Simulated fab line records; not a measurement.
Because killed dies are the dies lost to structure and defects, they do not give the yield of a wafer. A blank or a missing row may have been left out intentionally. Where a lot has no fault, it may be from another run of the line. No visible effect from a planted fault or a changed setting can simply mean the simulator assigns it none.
The tool behind it: which one? :: flow berkeley-cmos170 :: 13 lots, 39 wafers sampled, at 2 steps of a route of 331

## WHAT THE GAUGES READ, wafer by wafer
UCB170_FIELD_THK_MEAS_02.
lot: L373
measured: day 4 14:43
on: film-metro-02
FIELD_OXIDE_THK (nm): 546 543 538

lot: L374
measured: day 4 14:44
on: film-metro-01
FIELD_OXIDE_THK (nm): 547 553 546

lot: L375
measured: day 5 00:47
on: film-metro-04
FIELD_OXIDE_THK (nm): 562 558 552

lot: L378
measured: day 5 12:46
on: film-metro-02
FIELD_OXIDE_THK (nm): 534 546 548

lot: L380
measured: day 6 08:50
on: film-metro-04
FIELD_OXIDE_THK (nm): 552 550 551

lot: L384
measured: day 6 20:50
on: film-metro-01
FIELD_OXIDE_THK (nm): 541 540 536

lot: L386
measured: day 7 07:38
on: film-metro-02
FIELD_OXIDE_THK (nm): 550 553 551

lot: L388
measured: day 7 12:04
on: film-metro-01
FIELD_OXIDE_THK (nm): 557 563 553

lot: L392
measured: day 8 19:16
on: film-metro-01
FIELD_OXIDE_THK (nm): 568 570 576

lot: L393
measured: day 8 19:19
on: film-metro-04
FIELD_OXIDE_THK (nm): 561 558 566

lot: L391
measured: day 8 19:20
on: film-metro-02
FIELD_OXIDE_THK (nm): 563 563 565

lot: L394
measured: day 9 04:47
on: film-metro-04
FIELD_OXIDE_THK (nm): 555 553 548

lot: L396
measured: day 9 14:19
on: film-metro-02
FIELD_OXIDE_THK (nm): 570 562 569

UCB170_NVT_TW_MEAS_09.
lot: L373
measured: day 5 09:59
on: film-metro-03
NVT_TW: 519.2 526.8 523.0

lot: L374
measured: day 5 09:31
on: film-metro-02
NVT_TW: 530.3 527.6 524.7

lot: L375
measured: day 5 21:06
on: film-metro-01
NVT_TW: 520.1 523.9 521.8

lot: L378
measured: day 6 08:44
on: film-metro-03
NVT_TW: 523.7 523.7 526.8

lot: L380
measured: day 7 06:22
on: film-metro-02
NVT_TW: 523.5 524.1 528.1

lot: L384
measured: day 7 23:58
on: film-metro-01
NVT_TW: 525.2 525.6 524.3

lot: L386
measured: day 8 11:49
on: film-metro-01
NVT_TW: 523.7 524.5 525.8

lot: L388
measured: day 8 11:23
on: film-metro-02
NVT_TW: 525.7 527.8 522.5

lot: L392
measured: day 9 19:09
on: film-metro-03
NVT_TW: 519.3 523.2 519.8

lot: L393
measured: day 9 19:08
on: film-metro-02
NVT_TW: 519.6 523.5 521.7

lot: L391
measured: day 9 19:20
on: film-metro-01
NVT_TW: 520.4 519.8 517.2

lot: L394
measured: day 10 07:54
on: film-metro-02
NVT_TW: 531.5 530.3 530.3

lot: L396
measured: day 10 19:08
on: film-metro-03
NVT_TW: 526.0 526.1 522.2

## TOOL THAT RAN EACH LOT (tool first, then ch and the chambers of the sampled wafers, then the start)
There is no process step in the record ahead of these readings.

## WHAT THE TOOLS THEMSELVES READ (means of the sampled wafers that have a number; where no wafer has one, the mark that the record gives instead)
The record holds no such reading with a usual standard deviation.

## THE ANSWER, worked out from the rows above alone
Rule: the lots themselves supply what counts as usual. The widest of any qualifying gaps counts: lots, ordered by their means at a reading, are off when they make up no more than a third of the lots, leave a main group of 4 or more, and stand apart from it by 3 or more times the standard deviation of that group's means. Not used: any main group whose means are identical at the precision the tables above print for the reading. Also off: a lot with no number at a reading for which 4 or more lots have one. All remaining lots with rows at the step are treated as sound. Order of review: gauges by route order, followed by the tools' own readings, for which a lot's mean as printed above is used. The first step at which some lot is off is used, and at that step the reading that is off furthest; a lot without a number counts as furthest.
None of the lots is off at any reading shown; this tells nothing.

## WHAT THE SIMULATOR PUT IN
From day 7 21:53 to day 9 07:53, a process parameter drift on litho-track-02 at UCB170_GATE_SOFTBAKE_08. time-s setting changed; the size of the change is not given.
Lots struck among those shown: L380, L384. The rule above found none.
